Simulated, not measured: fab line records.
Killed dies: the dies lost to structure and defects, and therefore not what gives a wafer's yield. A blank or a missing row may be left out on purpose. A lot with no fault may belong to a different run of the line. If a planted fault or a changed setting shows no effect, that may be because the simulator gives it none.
Chamber matching | flow berkeley_cmos170 | rie_diel-01 running UCB170_V2_ETCH_14: 4 sister chambers
The step etches SiO2 in CHF3/CF4/Ar, stops on Al, target depth 1250 nm, time 291 s. 4 wafers are shown with their chamber, then 7 later ones without.

== WAFERS PAIRED WITH THEIR CHAMBERS ==
wafer  | chamber | throttle_valve_pct (%)
L684.3 | 0       | 6.97
L686.1 | 1       | 7.09
L691.3 | 2       | 7.18
L691.4 | 3       | 6.86

== WAFERS WITH NO CHAMBER GIVEN ==
wafer  | throttle_valve_pct (%)
L691.5 | 6.97
L697.3 | 6.99
L697.4 | 7.10
L697.5 | 6.97
L698.2 | 6.97
L698.3 | 6.88
L698.5 | 7.17

== CHAMBER TAKEN BY EACH ==
wafer  | from the rows above | in truth
L691.5 | 0                   | 0
L697.3 | 0                   | 0
L697.4 | 1                   | 1
L697.5 | 0                   | 0
L698.2 | 0                   | 0
L698.3 | 3                   | 3
L698.5 | 2                   | 2
Correctly placed: 7 of 7. Can't be placed from these rows: 0. 0 placed wrongly.
How it was worked out, from the rows above alone: a wafer's distance from a chamber is the root of the sum, over the readings, of the square of ((its reading less the chamber's mean) divided by the reading's scatter). The wafer belongs to the nearest chamber; if the next one is less than 2 further off, it can't be placed. For every chamber, the mean is computed from those of its wafers that are shown. The scatter: with one shown wafer a chamber, the root of the mean of the squares of how far each hidden wafer lies from its nearest shown one.
